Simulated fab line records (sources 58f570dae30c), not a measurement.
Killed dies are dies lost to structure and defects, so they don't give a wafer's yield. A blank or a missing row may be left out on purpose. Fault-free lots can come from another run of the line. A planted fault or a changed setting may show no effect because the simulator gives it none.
Chamber matching + flow berkeley_cmos170 + 4 sister chambers for UCB170_SPACER_ETCHBACK_03 on rie_diel-03
The step etches SiO2 in CHF3/CF4/Ar, stops on Si, target depth 376 nm, time 100 s. 4 wafers are shown with their chamber, then 7 later ones without.

== WAFERS, EACH WITH ITS CHAMBER ==
| wafer  | chamber | throttle_valve_pct (%) |
|--------|---------|------------------------|
| L463.5 | 1       | 6.43                   |
| L472.5 | 3       | 6.48                   |
| L475.1 | 2       | 6.65                   |
| L475.4 | 0       | 6.49                   |

== WAFERS MISSING THEIR CHAMBER ==
| wafer  | throttle_valve_pct (%) |
|--------|------------------------|
| L475.5 | 6.49                   |
| L479.1 | 6.44                   |
| L479.2 | 6.64                   |
| L479.4 | 6.48                   |
| L478.3 | 6.48                   |
| L478.5 | 6.48                   |
| L478.6 | 6.44                   |

== THE CHAMBER EACH PASSED THROUGH ==
| wafer  | from the rows above     | in truth |
|--------|-------------------------|----------|
| L475.5 | can't be placed: 0 or 3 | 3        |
| L479.1 | 1                       | 1        |
| L479.2 | 2                       | 2        |
| L479.4 | can't be placed: 3 or 0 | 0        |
| L478.3 | can't be placed: 3 or 0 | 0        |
| L478.5 | can't be placed: 3 or 0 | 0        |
| L478.6 | 1                       | 1        |
3 of 7 placed correctly. From these rows, 4 cannot be placed; in 4 the true chamber is one of the candidates. Number placed wrongly: 0.
How it was worked out, from the rows above alone: a wafer's distance from a chamber is the root of the sum, over the readings, of the square of ((its reading less the chamber's mean) divided by the reading's scatter). If the next closest chamber is less than 2 further off than the closest, the wafer can't be placed; otherwise it belongs to the closest. For every chamber, the mean is computed from those of its wafers that are shown. The scatter: with one shown wafer a chamber, the root of the mean of the squares of how far each hidden wafer lies from its nearest shown one.
